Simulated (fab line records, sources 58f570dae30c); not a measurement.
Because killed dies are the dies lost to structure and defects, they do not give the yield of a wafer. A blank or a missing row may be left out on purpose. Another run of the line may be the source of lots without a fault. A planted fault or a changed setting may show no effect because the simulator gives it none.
Chamber matching / flow berkeley_cmos170 / rie_diel-04 running UCB170_GATE_ETCH_14: 4 sister chambers
The step etches BARC in N2/H2. 7 wafers are shown with their chamber, then 7 later ones without.

== EACH WAFER AND ITS CHAMBER ==
wafer=L754.1; chamber=0; throttle_valve_pct (%)=13.43; drypump_motor_current_A (A)=5.4
wafer=L756.2; chamber=1; throttle_valve_pct (%)=13.51; drypump_motor_current_A (A)=5.0
wafer=L758.1; chamber=2; throttle_valve_pct (%)=13.04; drypump_motor_current_A (A)=6.0
wafer=L758.2; chamber=3; throttle_valve_pct (%)=13.26; drypump_motor_current_A (A)=6.0
wafer=L758.5; chamber=3; throttle_valve_pct (%)=13.25; drypump_motor_current_A (A)=6.0
wafer=L762.2; chamber=2; throttle_valve_pct (%)=13.03; drypump_motor_current_A (A)=5.9
wafer=L762.3; chamber=0; throttle_valve_pct (%)=13.44; drypump_motor_current_A (A)=5.4

== WAFERS WITHOUT THEIR CHAMBER ==
wafer=L762.6; throttle_valve_pct (%)=13.42; drypump_motor_current_A (A)=5.4
wafer=L768.4; throttle_valve_pct (%)=13.51; drypump_motor_current_A (A)=5.1
wafer=L768.5; throttle_valve_pct (%)=13.44; drypump_motor_current_A (A)=5.4
wafer=L768.6; throttle_valve_pct (%)=13.03; drypump_motor_current_A (A)=6.0
wafer=L770.1; throttle_valve_pct (%)=13.43; drypump_motor_current_A (A)=5.4
wafer=L770.2; throttle_valve_pct (%)=13.50; drypump_motor_current_A (A)=5.1
wafer=L770.6; throttle_valve_pct (%)=13.44; drypump_motor_current_A (A)=5.4

== WHICH CHAMBER EACH ONE RAN IN ==
wafer=L762.6; from the rows above=0; in truth=0
wafer=L768.4; from the rows above=1; in truth=1
wafer=L768.5; from the rows above=0; in truth=0
wafer=L768.6; from the rows above=2; in truth=2
wafer=L770.1; from the rows above=0; in truth=0
wafer=L770.2; from the rows above=1; in truth=1
wafer=L770.6; from the rows above=0; in truth=0
Correctly placed: 7 of 7. Not placeable from these rows: 0. Wrongly placed: 0.
How it was worked out, from the rows above alone: a wafer's distance from a chamber is the root of the sum, over the readings, of the square of ((its reading less the chamber's mean) divided by the reading's scatter). If the next closest chamber is less than 2 further off than the closest, the wafer can't be placed; otherwise it belongs to the closest. For every chamber, the mean is computed from those of its wafers that are shown. The scatter is the square root of a quotient: the sum, over the shown wafers, of each reading's squared deviation from its chamber's mean, divided by wafers minus chambers.
